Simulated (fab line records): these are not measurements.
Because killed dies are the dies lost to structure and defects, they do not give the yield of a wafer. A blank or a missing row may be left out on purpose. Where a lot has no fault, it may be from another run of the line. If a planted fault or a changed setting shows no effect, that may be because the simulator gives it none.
Split-lot study -- flow berkeleyCmos170 -- on a route of 331 steps: 5 lots, 23 wafers read

== ON THE SPLIT ==
At UCB170_M2_SPUTTER_01 (material Al, target thk 900 nm, time 120 s), the setting powerW was moved away from the recipe's 6000 W on 8 of the 23 wafers read, by -8.5% to +10.9%. This setting was run at the recipe's value on the other wafers.

== FROM SPLIT TO READING: 1 step shown by the file between the two ==
- UCB170_M2_RS_MEAS_02: measures by four-point-probe

== THE READING ==
M2_AL_THK, in nm, at UCB170_M2_THK_MEAS_03 (measures by xrf). A value of 925 nm with a standard deviation of 9.9 nm is what fault-free wafers of this fab line usually give.

wafer,"tool, chamber at the split","powerW as run, W",against the recipe,"M2_AL_THK, nm",against lot-mates on the recipe
L079.2,"pvdSputter-03, -",6000,recipe,940,-
L079.5,"pvdSputter-03, -",6000,recipe,933,-
L079.6,"pvdSputter-03, -",6000,recipe,940,-
L077.1,"pvdSputter-01, -",6000,recipe,915,-
L077.2,"pvdSputter-01, -",6000,recipe,930,-
L077.3,"pvdSputter-01, -",6000,recipe,930,-
L077.5,"pvdSputter-01, -",6000,recipe,923,-
L077.6,"pvdSputter-01, -",6000,recipe,918,-
L083.2,"pvdSputter-04, -",6000,recipe,910,-
L083.3,"pvdSputter-04, -",5493,-8.5%,856,-73
L083.4,"pvdSputter-04, -",5493,-8.5%,847,-82
L083.5,"pvdSputter-04, -",6000,recipe,947,-
L083.6,"pvdSputter-04, -",6000,recipe,930,-
L084.1,"pvdSputter-04, -",6656,+10.9%,1022,+117
L084.2,"pvdSputter-04, -",6000,recipe,905,-
L084.3,"pvdSputter-04, -",6656,+10.9%,1028,+123
L084.4,"pvdSputter-04, -",6000,recipe,905,-
L084.6,"pvdSputter-04, -",6656,+10.9%,1018,+113
L085.1,"pvdSputter-01, -",6000,recipe,929,-
L085.3,"pvdSputter-01, -",5802,-3.3%,896,-34
L085.4,"pvdSputter-01, -",6000,recipe,930,-
L085.5,"pvdSputter-01, -",5802,-3.3%,893,-36
L085.6,"pvdSputter-01, -",5802,-3.3%,902,-28

THE FIT
A straight line over all 23 wafers: M2_AL_THK changes by +8.83 nm for each +1% of powerW; r = +0.97; the points scatter about the line by 11 nm.
The same after taking each lot's own level away (the mean of its wafers on the recipe; 23 wafers): +10.3 nm for each +1%; r = +0.99; scatter 7.7 nm.
According to that fit, moving powerW by its largest amount changes the reading by 1.1e+02 nm.
The span of the lots' own levels, 905.0 to 937.7 nm, comes to 3.3 times the standard deviation stated above.
So the slope is not independent of the lot-to-lot level: the two fits are not the same.
Check: with one of the wafers moved furthest among these (+10.9%) left out of the fit, the line predicts +113 nm for it against its lot-mates. It came out at +117 nm against them.

== ADDITIONAL SPLITS CARRIED BY THESE WAFERS ==
Other splits were also applied to these wafers ahead of the reading. Each is held against what the fit with the lots' levels taken away leaves over:
other split on the same wafers,wafers away from the commonest value,r with M2_AL_THK (lot level and that fit taken away)
UCB170_NLDD_IMPLANT_09 doseCm2,9,+0.22
UCB170_PSD_PEB_04 pebTempC,10,-0.46
UCB170_SDANNEAL_RTA_00 timeS,5,+0.29
UCB170_CONTACT_COAT_10 spinRpm,8,-0.06
UCB170_M1_COAT_04 resistThkNm,11,+0.05
UCB170_V1_CMP_02 leaveAboveRefNm,8,-0.15
UCB170_V1_PEB_10 pebTempC,11,+0.23

== THE WHOLE CHAIN: every reading that the file lists as answering this split, in the file's order ==
step,what it does,reading,change (the file's fit),r (the file's)
UCB170_M2_SPUTTER_01,"material Al, target thk 900 nm, time 120 s","Al_of_M2_SPUTTER_01.thkNm (the simulator's own value, which no gauge read)",+9.89 nm for each +1% of the setting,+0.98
UCB170_M2_RS_MEAS_02,measures by four-point-probe,M2_AL_RS,-0.000354 for each +1% of the setting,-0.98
UCB170_M2_THK_MEAS_03,measures by xrf,M2_AL_THK,+10.2 for each +1% of the setting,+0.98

== FILE'S OWN FIT ==
M2_AL_THK changes by +10.2 nm for each +1% of powerW, r = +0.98.
